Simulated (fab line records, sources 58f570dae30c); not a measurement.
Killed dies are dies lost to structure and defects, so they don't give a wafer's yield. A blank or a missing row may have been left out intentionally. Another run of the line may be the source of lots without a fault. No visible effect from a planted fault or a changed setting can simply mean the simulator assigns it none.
Matching of chambers || flow berkeley cmos170 || cmp-01 running UCB170_V1_CMP_02: 4 sister chambers
The step polishes SiO2. 14 wafers are shown with their chamber, then 7 later ones without.

WAFERS PAIRED WITH THEIR CHAMBERS
{"wafer": "L392.1", "chamber": 3, "motor current A (A)": 17.5}
{"wafer": "L392.3", "chamber": 1, "motor current A (A)": 18.2}
{"wafer": "L392.6", "chamber": 3, "motor current A (A)": 17.8}
{"wafer": "L394.1", "chamber": 1, "motor current A (A)": 17.9}
{"wafer": "L394.2", "chamber": 0, "motor current A (A)": 15.4}
{"wafer": "L394.3", "chamber": 3, "motor current A (A)": 18.8}
{"wafer": "L405.2", "chamber": 0, "motor current A (A)": 14.7}
{"wafer": "L405.4", "chamber": 2, "motor current A (A)": 14.6}
{"wafer": "L405.6", "chamber": 2, "motor current A (A)": 14.7}
{"wafer": "L407.2", "chamber": 3, "motor current A (A)": 17.8}
{"wafer": "L407.3", "chamber": 2, "motor current A (A)": 15.0}
{"wafer": "L407.4", "chamber": 1, "motor current A (A)": 17.8}
{"wafer": "L408.1", "chamber": 3, "motor current A (A)": 17.9}
{"wafer": "L408.3", "chamber": 1, "motor current A (A)": 18.6}

SIGNATURES (means of the wafers above)
{"reading": "motor current A", "chamber 0": 15.050, "chamber 1": 18.125, "chamber 2": 14.767, "chamber 3": 17.960, "scatter within a chamber": 0.411}
Rule: for a wafer and a chamber, the distance is found by dividing, reading by reading, the gap between the wafer's reading and the chamber's mean by the reading's scatter, squaring, summing and taking the root. The wafer belongs to the nearest chamber; if the next one is less than 2 further off, it can't be placed. How the scatter is found: for the shown wafers, subtract from each reading the mean of its chamber, square and add these, divide the total by (wafers less chambers), then take the root.

WAFERS MISSING THEIR CHAMBER
{"wafer": "L408.5", "motor current A (A)": 15.1}
{"wafer": "L409.1", "motor current A (A)": 18.5}
{"wafer": "L409.4", "motor current A (A)": 18.4}
{"wafer": "L409.5", "motor current A (A)": 15.1}
{"wafer": "L410.2", "motor current A (A)": 14.1}
{"wafer": "L410.5", "motor current A (A)": 15.1}
{"wafer": "L410.6", "motor current A (A)": 17.5}

WHICH CHAMBER EACH WENT THROUGH
{"wafer": "L408.5", "from the rows above": "can't be placed: 0 or 2", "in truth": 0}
{"wafer": "L409.1", "from the rows above": "can't be placed: 1 or 3", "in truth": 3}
{"wafer": "L409.4", "from the rows above": "can't be placed: 1 or 3", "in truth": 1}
{"wafer": "L409.5", "from the rows above": "can't be placed: 0 or 2", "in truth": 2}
{"wafer": "L410.2", "from the rows above": "can't be placed: 2 or 0", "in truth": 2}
{"wafer": "L410.5", "from the rows above": "can't be placed: 0 or 2", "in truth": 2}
{"wafer": "L410.6", "from the rows above": "can't be placed: 3 or 1", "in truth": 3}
Correct placement for 0 of the 7. Cannot be placed on the basis of these rows: 7; the candidates contain the true chamber in 7. Placed wrongly: 0.
